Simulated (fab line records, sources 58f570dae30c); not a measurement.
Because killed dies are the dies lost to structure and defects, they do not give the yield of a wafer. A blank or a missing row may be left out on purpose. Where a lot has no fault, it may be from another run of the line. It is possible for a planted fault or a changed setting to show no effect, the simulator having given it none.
Which tool is to blame?	flow berkeley_cmos170	7 lots, 21 wafers sampled, at 1 step of a route of 331

## WHAT EACH GAUGE READ, for each wafer
UCB170_NWELL_THK_MEAS_05.
lot	measured	on	NWELL_NITRIDE_THK (nm)
L774	day 2 18:25	film_metro-04	221.8 221.6 222.9
L777	day 3 13:48	film_metro-03	220.0 220.1 220.5
L779	day 3 22:37	film_metro-04	224.2 223.2 223.6
L781	day 4 01:08	film_metro-03	222.3 222.5 222.4
L787	day 5 08:04	film_metro-01	222.3 220.2 224.2
L792	day 6 09:44	film_metro-01	224.7 222.7 224.6
L794	day 6 23:44	film_metro-01	225.4 224.1 224.4

## WHICH TOOL RAN EACH LOT (tool, then ch and the chambers of the sampled wafers, then the start)
There is no process step in the record ahead of these readings.

## THE ANSWER, worked out from the rows above alone
Rule: usual is defined by the lots themselves. Put in order of their means at a reading, lots are off if they are a third of the lots or fewer, leave a main group of 4 or more, and stand apart from it by a gap of 3 or more times the standard deviation of the main group's means; of several such gaps the widest counts. If all means in a main group match to the digits the tables above print for the reading, that group is not used. Also off: a lot with no number at a reading for which 4 or more lots have one. The other lots that the step has rows for count as sound.
No lot is off at any reading shown: from this, nothing can be told.

## WHAT HAD BEEN PUT IN BY THE SIMULATOR
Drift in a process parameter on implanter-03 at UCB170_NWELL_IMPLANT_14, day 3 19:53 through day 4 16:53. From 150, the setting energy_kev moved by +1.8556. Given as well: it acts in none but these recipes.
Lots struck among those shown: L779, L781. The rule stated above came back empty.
